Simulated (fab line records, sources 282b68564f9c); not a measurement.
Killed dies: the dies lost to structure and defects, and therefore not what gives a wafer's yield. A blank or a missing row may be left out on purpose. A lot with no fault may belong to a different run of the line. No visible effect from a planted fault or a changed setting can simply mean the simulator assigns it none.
fab line records + flow ritCmos
[record]
- lots = 15
- wafers = 45
- lastDay = 8
route steps=202 shown NWELL@34 WELLDRIVE@50 PWELL@52 GATE@96 CONTACT@177 M1@202
lots that met no fault: taken from a fault-free run of the same line
startH: start of the lot's first displayed wafer, in hours after the record's first day + waitH: hours since the lot's step before + " same as the row above + L1.1+2: several wafers, shown together as one row + - no value present, or no start provided + * or withheld: withheld + < > ~ a bound
route shown NAME@n: a module of which the file shows steps, and the number in the route of the first + usual: mean/standard deviation taken from wafers without a fault + same: alike in all rows + chamber/n: place in a boat + sites: readings site by site + _std_site: their standard deviation + _edge_site: outer sites' mean less inner sites' + radiusMm: for every site, how far away it sits from the centre of the wafer + mask NAME#n: copy n + behind: the tool/chamber that last shaped the wafer + hold: reason for holding the lot/hours on hold/outcome of the hold + device: the transistor (n, p or np) that didn't switch + end of line: the route-end tests of the same wafers + where a step has no rows: the recipe by itself + killed: dies lost to structure and defects at the first sort, not the wafer's yield + map: dies across one wafer; x = killed, . = not, _ = none there
set.NAME: the run value of the setting; set.NAME@STEP: its run value at that earlier step + model.NAME: the simulator's own value behind a step, which no gauge read
the route's steps for a sample of lots (tables are steps, rows are wafers)
services: when a tool's chamber went out of use (startH, in hours from the record's first day, below 0 if earlier), for how many hours, and the reason
[[steps]]
[step RIT_NWELL_OVL_MEAS_06]
[usual]
- NWELL_OVL = 0.0/1.3
| lot.wafer | tool       | chamber | startH | waitH | NWELL_OVL[nm] |
|-----------|------------|---------|--------|-------|---------------|
| L327.2    | overlay-01 | -       | 22.53  | -     | 0.4           |
| L327.4    | "          | -       | "      | "     | 1.1           |
| L327.6    | "          | -       | "      | "     | -1.2          |
| L328.1    | overlay-01 | -       | 27.02  | -     | 1.9           |
| L328.4    | "          | -       | "      | "     | 0.4           |
| L328.6    | "          | -       | "      | "     | 0.4           |
| L329.1    | overlay-01 | -       | 31.01  | -     | 4.0           |
| L329.5    | "          | -       | "      | "     | 2.5           |
| L329.6    | "          | -       | "      | "     | 2.1           |
| L330.1    | overlay-02 | -       | 35.31  | -     | -0.6          |
| L330.2    | "          | -       | "      | "     | -0.4          |
| L330.3    | "          | -       | "      | "     | -1.7          |
| L331.1    | overlay-02 | -       | 43.20  | -     | 0.3           |
| L331.3    | "          | -       | "      | "     | -0.3          |
| L331.5    | "          | -       | "      | "     | -1.5          |
| L332.1    | overlay-02 | -       | 51.53  | -     | 0.3           |
| L332.2    | "          | -       | "      | "     | 0.1           |
| L332.4    | "          | -       | "      | "     | 2.1           |
| L333.2    | overlay-02 | -       | 58.34  | -     | 0.4           |
| L333.3    | "          | -       | "      | "     | 2.1           |
| L333.5    | "          | -       | "      | "     | 1.2           |
| L335.1    | overlay-01 | -       | 66.52  | -     | -0.4          |
| L335.2    | "          | -       | "      | "     | 0.0           |
| L335.4    | "          | -       | "      | "     | 0.0           |
| L342.1    | overlay-01 | -       | 97.37  | -     | 0.0           |
| L342.5    | "          | -       | "      | "     | 0.4           |
| L342.6    | "          | -       | "      | "     | 1.8           |
| L343.2    | overlay-01 | -       | 102.60 | -     | -1.3          |
| L343.4    | "          | -       | "      | "     | -2.4          |
| L343.5    | "          | -       | "      | "     | -3.1          |
| L345.1    | overlay-01 | -       | 111.66 | -     | 1.5           |
| L345.3    | "          | -       | "      | "     | 1.3           |
| L345.6    | "          | -       | "      | "     | 0.8           |
| L346.1    | overlay-01 | -       | 119.06 | -     | 0.8           |
| L346.4    | "          | -       | "      | "     | 1.3           |
| L346.6    | "          | -       | "      | "     | 0.3           |
| L347.1    | overlay-01 | -       | 123.03 | -     | -0.4          |
| L347.3    | "          | -       | "      | "     | 0.7           |
| L347.4    | "          | -       | "      | "     | -0.1          |
| L349.3    | overlay-02 | -       | 132.10 | -     | -1.2          |
| L349.4    | "          | -       | "      | "     | -0.1          |
| L349.5    | "          | -       | "      | "     | 1.3           |
| L350.2    | overlay-01 | -       | 137.10 | -     | -0.8          |
| L350.5    | "          | -       | "      | "     | 0.7           |
| L350.6    | "          | -       | "      | "     | 0.6           |
[step RIT_WELLDRIVE_ANNEAL_00]
[recipe]
- tempC = 1100
- timeS = 14700
- ambient = N2
[usual]
- runLengthS = 18269/14
- spikeTcLoadC = 1129.5/2
- tube_center_temp_C_max = 1102.8/0.44
| lot.wafer | tool       | chamber | startH | waitH | runLengthS | spikeTcLoadC | tube_center_temp_C_max |
|-----------|------------|---------|--------|-------|------------|--------------|------------------------|
| L327.2    | furnace-03 | 0       | 24.75  | 0.0   | 18245      | 1132.0       | 1102.5                 |
| L327.4    | "          | 0       | "      | "     | 18245      | 1131.6       | 1102.6                 |
| L327.6    | "          | 0       | "      | "     | 18245      | 1130.9       | 1102.3                 |
| L328.1    | furnace-03 | 0       | 29.83  | 0.4   | 18247      | 1129.1       | 1102.8                 |
| L328.4    | "          | 0       | "      | "     | 18247      | 1129.7       | 1102.4                 |
| L328.6    | "          | 0       | "      | "     | 18247      | 1130.5       | 1102.8                 |
| L329.1    | furnace-01 | 0       | 33.37  | 0.1   | 18273      | 1130.9       | 1102.7                 |
| L329.5    | "          | 0       | "      | "     | 18273      | 1127.8       | 1102.9                 |
| L329.6    | "          | 0       | "      | "     | 18273      | 1130.1       | 1102.3                 |
| L330.1    | furnace-04 | 0       | 37.63  | 0.1   | 18291      | 1127.1       | 1102.8                 |
| L330.2    | "          | 0       | "      | "     | 18291      | 1127.6       | 1102.4                 |
| L330.3    | "          | 0       | "      | "     | 18291      | 1125.7       | 1102.2                 |
| L331.1    | furnace-01 | 0       | 51.29  | 5.9   | 12401      | 1130.5       | 1102.7                 |
| L331.3    | "          | 0       | "      | "     | 12401      | 1130.7       | 1102.4                 |
| L331.5    | "          | 0       | "      | "     | 12401      | 1132.3       | 1102.1                 |
| L332.1    | furnace-01 | 0       | 56.37  | 2.7   | 12400      | 1131.1       | 1102.1                 |
| L332.2    | "          | 0       | "      | "     | 12400      | 1129.6       | 1102.1                 |
| L332.4    | "          | 0       | "      | "     | 12400      | 1129.9       | 1103.4                 |
| L333.2    | furnace-01 | 0       | 62.77  | 2.3   | 12399      | 1130.5       | 1102.4                 |
| L333.3    | "          | 0       | "      | "     | 12399      | 1130.4       | 1101.9                 |
| L333.5    | "          | 0       | "      | "     | 12399      | 1130.4       | 1101.9                 |
| L335.1    | furnace-03 | 0       | 68.84  | 0.1   | 18250      | 1132.6       | 1102.3                 |
| L335.2    | "          | 0       | "      | "     | 18250      | 1129.2       | 1102.5                 |
| L335.4    | "          | 0       | "      | "     | 18250      | 1132.1       | 1102.4                 |
| L342.1    | furnace-04 | 0       | 100.62 | 0.6   | 18277      | 1126.7       | 1102.2                 |
| L342.5    | "          | 0       | "      | "     | 18277      | 1128.1       | 1102.4                 |
| L342.6    | "          | 0       | "      | "     | 18277      | 1125.9       | 1103.4                 |
| L343.2    | furnace-04 | 0       | 105.70 | 0.7   | 18279      | 1126.0       | 1102.5                 |
| L343.4    | "          | 0       | "      | "     | 18279      | 1126.9       | 1103.0                 |
| L343.5    | "          | 0       | "      | "     | 18279      | 1126.9       | 1102.6                 |
| L345.1    | furnace-04 | 0       | 114.01 | 0.1   | 18286      | 1127.2       | 1102.6                 |
| L345.3    | "          | 0       | "      | "     | 18286      | 1127.1       | 1102.7                 |
| L345.6    | "          | 0       | "      | "     | 18286      | 1127.0       | 1102.7                 |
| L346.1    | furnace-03 | 0       | 121.62 | 0.1   | 18259      | 1131.7       | 1102.4                 |
| L346.4    | "          | 0       | "      | "     | 18259      | 1130.9       | 1102.0                 |
| L346.6    | "          | 0       | "      | "     | 18259      | 1131.1       | 1103.1                 |
| L347.1    | furnace-04 | 0       | 125.40 | 0.1   | 18280      | 1127.4       | 1102.9                 |
| L347.3    | "          | 0       | "      | "     | 18280      | 1127.7       | 1102.6                 |
| L347.4    | "          | 0       | "      | "     | 18280      | 1126.3       | 1103.1                 |
| L349.3    | furnace-04 | 0       | 134.31 | 0.0   | 18277      | 1127.6       | 1102.4                 |
| L349.4    | "          | 0       | "      | "     | 18277      | 1125.7       | 1102.2                 |
| L349.5    | "          | 0       | "      | "     | 18277      | 1127.9       | 1102.4                 |
| L350.2    | furnace-01 | 0       | 139.94 | 0.7   | 18270      | 1128.9       | 1102.6                 |
| L350.5    | "          | 0       | "      | "     | 18270      | 1130.3       | 1102.7                 |
| L350.6    | "          | 0       | "      | "     | 18270      | 1130.8       | 1102.7                 |
[step RIT_WELLDRIVE_RS_MEAS_01]
[recipe]
- thkMeasGauge = four-point-probe
[usual]
- NWELL_RS = 275.9/0.65
| lot.wafer | tool         | chamber | startH | waitH | NWELL_RS[ohm/sq] |
|-----------|--------------|---------|--------|-------|------------------|
| L327.2    | filmMetro-01 | -       | 29.85  | 0.0   | 276.0            |
| L327.4    | "            | -       | "      | "     | 275.3            |
| L327.6    | "            | -       | "      | "     | 275.5            |
| L328.1    | filmMetro-01 | -       | 34.91  | 0.0   | 275.7            |
| L328.4    | "            | -       | "      | "     | 276.1            |
| L328.6    | "            | -       | "      | "     | 275.2            |
| L329.1    | filmMetro-03 | -       | 38.45  | 0.0   | 275.6            |
| L329.5    | "            | -       | "      | "     | 275.3            |
| L329.6    | "            | -       | "      | "     | 275.3            |
| L330.1    | filmMetro-02 | -       | 42.71  | 0.0   | 275.1            |
| L330.2    | "            | -       | "      | "     | 275.2            |
| L330.3    | "            | -       | "      | "     | 274.9            |
| L331.1    | filmMetro-01 | -       | 56.37  | 1.6   | 300.3            |
| L331.3    | "            | -       | "      | "     | 300.9            |
| L331.5    | "            | -       | "      | "     | 301.0            |
| L332.1    | filmMetro-02 | -       | 61.45  | 1.6   | 300.4            |
| L332.2    | "            | -       | "      | "     | 300.9            |
| L332.4    | "            | -       | "      | "     | 301.6            |
| L333.2    | filmMetro-01 | -       | 67.87  | 1.7   | 301.5            |
| L333.3    | "            | -       | "      | "     | 301.2            |
| L333.5    | "            | -       | "      | "     | 300.3            |
| L335.1    | filmMetro-03 | -       | 73.92  | 0.0   | 277.2            |
| L335.2    | "            | -       | "      | "     | 276.9            |
| L335.4    | "            | -       | "      | "     | 276.4            |
| L342.1    | filmMetro-01 | -       | 105.70 | 0.0   | 274.4            |
| L342.5    | "            | -       | "      | "     | 275.5            |
| L342.6    | "            | -       | "      | "     | 275.1            |
| L343.2    | filmMetro-03 | -       | 110.80 | 0.0   | 276.9            |
| L343.4    | "            | -       | "      | "     | 277.2            |
| L343.5    | "            | -       | "      | "     | 277.1            |
| L345.1    | filmMetro-03 | -       | 119.10 | 0.0   | 276.2            |
| L345.3    | "            | -       | "      | "     | 275.4            |
| L345.6    | "            | -       | "      | "     | 275.5            |
| L346.1    | filmMetro-03 | -       | 126.70 | 0.0   | 277.1            |
| L346.4    | "            | -       | "      | "     | 276.2            |
| L346.6    | "            | -       | "      | "     | 276.4            |
| L347.1    | filmMetro-01 | -       | 130.49 | 0.0   | 275.4            |
| L347.3    | "            | -       | "      | "     | 275.6            |
| L347.4    | "            | -       | "      | "     | 275.8            |
| L349.3    | filmMetro-02 | -       | 139.43 | 0.0   | 276.0            |
| L349.4    | "            | -       | "      | "     | 275.4            |
| L349.5    | "            | -       | "      | "     | 276.3            |
| L350.2    | filmMetro-01 | -       | 145.05 | 0.0   | 276.2            |
| L350.5    | "            | -       | "      | "     | 276.1            |
| L350.6    | "            | -       | "      | "     | 275.7            |
[step RIT_WELLDRIVE_RS_MEAS_02]
[recipe]
- thkMeasGauge = four-point-probe
[usual]
- PWELL_RS = 430.1/1.1
| lot.wafer | tool         | chamber | startH | waitH | PWELL_RS[ohm/sq] |
|-----------|--------------|---------|--------|-------|------------------|
| L327.2    | filmMetro-01 | -       | 29.97  | 0.1   | 430.6            |
| L327.4    | "            | -       | "      | "     | 430.6            |
| L327.6    | "            | -       | "      | "     | 429.4            |
| L328.1    | filmMetro-01 | -       | 35.03  | 0.1   | 429.3            |
| L328.4    | "            | -       | "      | "     | 430.0            |
| L328.6    | "            | -       | "      | "     | 430.6            |
| L329.1    | filmMetro-03 | -       | 38.57  | 0.1   | 431.0            |
| L329.5    | "            | -       | "      | "     | 429.1            |
| L329.6    | "            | -       | "      | "     | 429.9            |
| L330.1    | filmMetro-02 | -       | 42.83  | 0.1   | 431.1            |
| L330.2    | "            | -       | "      | "     | 429.3            |
| L330.3    | "            | -       | "      | "     | 431.6            |
| L331.1    | filmMetro-01 | -       | 56.49  | 0.1   | 455.9            |
| L331.3    | "            | -       | "      | "     | 457.1            |
| L331.5    | "            | -       | "      | "     | 456.3            |
| L332.1    | filmMetro-02 | -       | 61.57  | 0.1   | 455.9            |
| L332.2    | "            | -       | "      | "     | 454.2            |
| L332.4    | "            | -       | "      | "     | 454.5            |
| L333.2    | filmMetro-01 | -       | 67.99  | 0.1   | 455.4            |
| L333.3    | "            | -       | "      | "     | 454.4            |
| L333.5    | "            | -       | "      | "     | 455.2            |
| L335.1    | filmMetro-03 | -       | 74.04  | 0.1   | 431.3            |
| L335.2    | "            | -       | "      | "     | 431.5            |
| L335.4    | "            | -       | "      | "     | 430.0            |
| L342.1    | filmMetro-01 | -       | 105.82 | 0.1   | 428.1            |
| L342.5    | "            | -       | "      | "     | 430.1            |
| L342.6    | "            | -       | "      | "     | 428.6            |
| L343.2    | filmMetro-03 | -       | 110.92 | 0.1   | 431.8            |
| L343.4    | "            | -       | "      | "     | 430.9            |
| L343.5    | "            | -       | "      | "     | 430.1            |
| L345.1    | filmMetro-03 | -       | 119.22 | 0.1   | 430.8            |
| L345.3    | "            | -       | "      | "     | 429.3            |
| L345.6    | "            | -       | "      | "     | 430.4            |
| L346.1    | filmMetro-03 | -       | 126.82 | 0.1   | 430.5            |
| L346.4    | "            | -       | "      | "     | 431.2            |
| L346.6    | "            | -       | "      | "     | 432.1            |
| L347.1    | filmMetro-01 | -       | 130.61 | 0.1   | 430.4            |
| L347.3    | "            | -       | "      | "     | 430.3            |
| L347.4    | "            | -       | "      | "     | 431.3            |
| L349.3    | filmMetro-02 | -       | 139.55 | 0.1   | 429.1            |
| L349.4    | "            | -       | "      | "     | 429.9            |
| L349.5    | "            | -       | "      | "     | 428.5            |
| L350.2    | filmMetro-01 | -       | 145.17 | 0.1   | 428.9            |
| L350.5    | "            | -       | "      | "     | 430.7            |
| L350.6    | "            | -       | "      | "     | 429.9            |
[step RIT_GATE_STRIP_20]
[recipe]
- chemistry = O2
- timeS = 180
- resist = NOVOLAK
- platenTempC = withheld
- powerW = 500
- pressureMtorr = 4000
- o2FlowSccm = 3935
[usual]
- drypumpMotorCurrentA = 5.8/0.34
| lot.wafer | tool           | chamber | startH | waitH | drypumpMotorCurrentA | rfHoursCounterH |
|-----------|----------------|---------|--------|-------|----------------------|-----------------|
| L327.2    | plasmaAsher-01 | 1       | 40.75  | 0.1   | 6.4                  | 36              |
| L327.4    | "              | 1       | "      | "     | 6.4                  | -               |
| L327.6    | "              | 1       | "      | "     | 6.4                  | -               |
| L328.1    | plasmaAsher-01 | 1       | 44.63  | 0.1   | 6.4                  | 36              |
| L328.4    | "              | 1       | "      | "     | 6.4                  | -               |
| L328.6    | "              | 0       | "      | "     | 5.4                  | -               |
| L329.1    | plasmaAsher-01 | 1       | 57.04  | 0.1   | 6.4                  | 37              |
| L329.5    | "              | 0       | "      | "     | 5.5                  | -               |
| L329.6    | "              | 1       | "      | "     | 6.4                  | -               |
| L330.1    | plasmaAsher-03 | 1       | 57.19  | 0.1   | 5.5                  | 28              |
| L330.2    | "              | 0       | "      | "     | 5.6                  | 28              |
| L330.3    | "              | 0       | "      | "     | 5.5                  | -               |
| L331.1    | plasmaAsher-04 | 1       | 68.64  | 0.1   | 5.8                  | 44              |
| L331.3    | "              | 0       | "      | "     | 6.0                  | -               |
| L331.5    | "              | 1       | "      | "     | 5.8                  | -               |
| L332.1    | plasmaAsher-03 | 0       | 71.90  | 0.1   | 5.5                  | 29              |
| L332.2    | "              | 1       | "      | "     | 5.5                  | 29              |
| L332.4    | "              | 0       | "      | "     | 5.6                  | -               |
| L333.2    | plasmaAsher-03 | 0       | 81.11  | 0.1   | 5.5                  | 30              |
| L333.3    | "              | 1       | "      | "     | 5.5                  | -               |
| L333.5    | "              | 0       | "      | "     | 5.5                  | -               |
| L335.1    | plasmaAsher-04 | 1       | 82.77  | 0.1   | 5.8                  | 45              |
| L335.2    | "              | 0       | "      | "     | 6.0                  | 45              |
| L335.4    | "              | 1       | "      | "     | 5.8                  | -               |
| L342.1    | plasmaAsher-04 | 1       | 114.89 | 0.1   | 5.8                  | 49              |
| L342.5    | "              | 0       | "      | "     | 6.0                  | -               |
| L342.6    | "              | 1       | "      | "     | 5.8                  | -               |
| L343.2    | plasmaAsher-01 | 1       | 120.66 | 0.1   | 6.4                  | 0               |
| L343.4    | "              | 1       | "      | "     | 6.4                  | -               |
| L343.5    | "              | 0       | "      | "     | 5.4                  | -               |
| L345.1    | plasmaAsher-04 | 0       | 128.12 | 0.1   | 6.0                  | 51              |
| L345.3    | "              | 1       | "      | "     | 5.8                  | -               |
| L345.6    | "              | 0       | "      | "     | 6.0                  | -               |
| L346.1    | plasmaAsher-03 | 1       | 136.84 | 0.1   | 5.5                  | 37              |
| L346.4    | "              | 1       | "      | "     | 5.5                  | -               |
| L346.6    | "              | 0       | "      | "     | 5.6                  | -               |
| L347.1    | plasmaAsher-01 | 0       | 139.82 | 0.1   | 5.4                  | 3               |
| L347.3    | "              | 0       | "      | "     | 5.5                  | -               |
| L347.4    | "              | 1       | "      | "     | 6.4                  | -               |
| L349.3    | plasmaAsher-04 | 0       | 155.28 | 0.1   | 6.0                  | -               |
| L349.4    | "              | 1       | "      | "     | 5.8                  | -               |
| L349.5    | "              | 0       | "      | "     | 6.0                  | -               |
| L350.2    | plasmaAsher-04 | 1       | 157.79 | 0.1   | 5.8                  | 53              |
| L350.5    | "              | 1       | "      | "     | 5.8                  | -               |
| L350.6    | "              | 0       | "      | "     | 6.0                  | -               |
[step RIT_CONTACT_OVL_MEAS_09]
[usual]
- CONTACT_OVL = 0.2/1.6
| lot.wafer | tool       | chamber | startH | waitH | CONTACT_OVL[nm] |
|-----------|------------|---------|--------|-------|-----------------|
| L327.2    | overlay-01 | -       | 59.97  | 0.1   | -0.4            |
| L327.4    | "          | -       | "      | "     | 0.1             |
| L327.6    | "          | -       | "      | "     | -0.8            |
| L328.1    | overlay-02 | -       | 60.91  | 0.1   | 0.9             |
| L328.4    | "          | -       | "      | "     | 2.5             |
| L328.6    | "          | -       | "      | "     | 0.1             |
| L329.1    | overlay-02 | -       | 73.50  | 0.1   | 1.1             |
| L329.5    | "          | -       | "      | "     | 0.5             |
| L329.6    | "          | -       | "      | "     | 1.2             |
| L330.1    | overlay-01 | -       | 75.36  | 0.1   | 1.1             |
| L330.2    | "          | -       | "      | "     | 1.8             |
| L330.3    | "          | -       | "      | "     | 1.7             |
| L331.1    | overlay-01 | -       | 83.83  | 0.1   | -3.3            |
| L331.3    | "          | -       | "      | "     | -3.5            |
| L331.5    | "          | -       | "      | "     | -3.0            |
| L332.1    | overlay-01 | -       | 89.73  | 0.1   | -0.8            |
| L332.2    | "          | -       | "      | "     | -1.2            |
| L332.4    | "          | -       | "      | "     | -0.6            |
| L333.2    | overlay-01 | -       | 96.80  | 0.1   | -0.1            |
| L333.3    | "          | -       | "      | "     | 0.8             |
| L333.5    | "          | -       | "      | "     | -0.7            |
| L335.1    | overlay-01 | -       | 98.86  | 0.1   | 3.1             |
| L335.2    | "          | -       | "      | "     | 2.8             |
| L335.4    | "          | -       | "      | "     | 3.0             |
| L342.1    | overlay-02 | -       | 131.34 | 0.1   | 3.2             |
| L342.5    | "          | -       | "      | "     | 1.4             |
| L342.6    | "          | -       | "      | "     | 2.0             |
| L343.2    | overlay-01 | -       | 135.17 | 0.1   | -0.8            |
| L343.4    | "          | -       | "      | "     | -0.1            |
| L343.5    | "          | -       | "      | "     | -0.7            |
| L345.1    | overlay-01 | -       | 142.93 | 0.1   | -0.5            |
| L345.3    | "          | -       | "      | "     | 0.5             |
| L345.6    | "          | -       | "      | "     | 0.5             |
| L346.1    | overlay-01 | -       | 157.83 | 0.1   | 0.5             |
| L346.4    | "          | -       | "      | "     | 1.0             |
| L346.6    | "          | -       | "      | "     | 0.9             |
| L347.1    | overlay-01 | -       | 158.01 | 0.1   | 1.0             |
| L347.3    | "          | -       | "      | "     | -0.6            |
| L347.4    | "          | -       | "      | "     | 2.0             |
| L349.3    | overlay-02 | -       | 171.30 | 0.1   | 0.6             |
| L349.4    | "          | -       | "      | "     | 2.6             |
| L349.5    | "          | -       | "      | "     | 2.7             |
| L350.2    | overlay-01 | -       | 176.22 | 0.1   | 0.1             |
| L350.5    | "          | -       | "      | "     | -2.3            |
| L350.6    | "          | -       | "      | "     | -1.7            |
[step RIT_M1_PROBE_99]
[usual]
- killedAtContacts = 0.0/0.2
- killedAtFrontEnd = 6.8/3
- killedDies = 6.9/3
- killedOpen = 3.3/1.9
- killedShort = 3.6/1.9
[same]
- grossDies = 264
- killed_at_M0_to_M3 = 0
- killed_at_M4_up = 0
- killedAtBackSide = 0
- killedAtOther = 0
| lot.wafer | tool      | chamber | startH | waitH | killedAtContacts | killedAtFrontEnd | killedDies | killedOpen | killedShort |
|-----------|-----------|---------|--------|-------|------------------|------------------|------------|------------|-------------|
| L345.1    | prober-02 | -       | 147.99 | 0.1   | 1                | 3                | 4          | 3          | 1           |
| L345.3    | prober-02 | -       | 148.09 | 0.2   | 0                | 4                | 4          | 2          | 2           |
| L345.6    | prober-02 | -       | 148.24 | 0.2   | 0                | 13               | 13         | 4          | 9           |
// killed by level:class
L345.1 FOX1:geometricParticle:open=1 GATE:geometricParticle:short=1 SPACER:geometricParticle:open=1 CONTACT:geometricParticle:open=1
L345.3 FOX1:geometricParticle:open=1 GATE:geometricParticle:short=1 SILICIDE:geometricParticle:open=1 SILICIDE:geometricParticle:short=1
L345.6 GATE:geometricParticle:short=5 GATE:geometricParticle:open=3 SPACER:geometricParticle:short=3 FOX1:geometricParticle:short=1 FOX2:geometricParticle:open=1
[[services]]
| tool           | chamber | startH | hours | kind      |
|----------------|---------|--------|-------|-----------|
| furnace-04     | -       | 2.91   | 3.8   | pm        |
| furnace-01     | -       | 11.55  | 1.4   | repair    |
| plasmaAsher-03 | -       | 16.05  | 4.5   | repair    |
| furnace-03     | -       | 43.44  | 3.8   | pm        |
| plasmaAsher-04 | -       | 46.25  | 2.0   | repair    |
| furnace-01     | -       | 48.56  | 2.7   | pm        |
| plasmaAsher-01 | -       | 108.75 | 9.0   | pm        |
| plasmaAsher-01 | 0       | 108.75 | 9.0   | ventCycle |
| plasmaAsher-01 | 1       | 108.75 | 9.0   | ventCycle |
| furnace-03     | -       | 112.27 | 1.0   | pm        |
| plasmaAsher-01 | 0       | 117.75 | -     | clean     |
| plasmaAsher-01 | 1       | 117.75 | -     | clean     |
| furnace-04     | -       | 139.39 | 3.6   | pm        |
| furnace-04     | -       | 142.24 | 37.5  | repair    |
| plasmaAsher-01 | -       | 145.83 | 2.8   | pm        |
[[key]]
[firstSign]
- step = RIT_WELLDRIVE_ANNEAL_00
- reading = runLengthS
- direction = down
- sigmas = 99+
- usual = *
- struck = *
[effect]
- step = RIT_WELLDRIVE_RS_MEAS_01
- reading = NWELL_RS
- direction = up
- sigmas = 39
- usual = 275.9
- struck = 300.9
[effect]
- step = RIT_WELLDRIVE_RS_MEAS_02
- reading = PWELL_RS
- direction = up
- sigmas = 23
- usual = 430.1
- struck = 455.4
metAt RIT_WELLDRIVE_ANNEAL_00
struckLots L331,L332,L333
testerLeftOut L331,L332,L333
notActingAt RIT_NWELL_OVL_MEAS_06,RIT_GATE_STRIP_20,RIT_CONTACT_OVL_MEAS_09
[fault]
- kind = processParameterDrift
- tool = furnace-01
- chamber = -
- onsetH = 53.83
- steps = RIT_WELLDRIVE_ANNEAL_00
- channel = timeS
- offset = *
- shape = step
- endH = 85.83
- actsIn = *
- stated = *
// testerLeftOut: of these lots the tester's yield and bins aren't shown, on N5 and GAA mostly nor the transistor test; their killed dies are dies lost to structure and defects alone, not to doping, threshold or leakage, so they don't give the yield
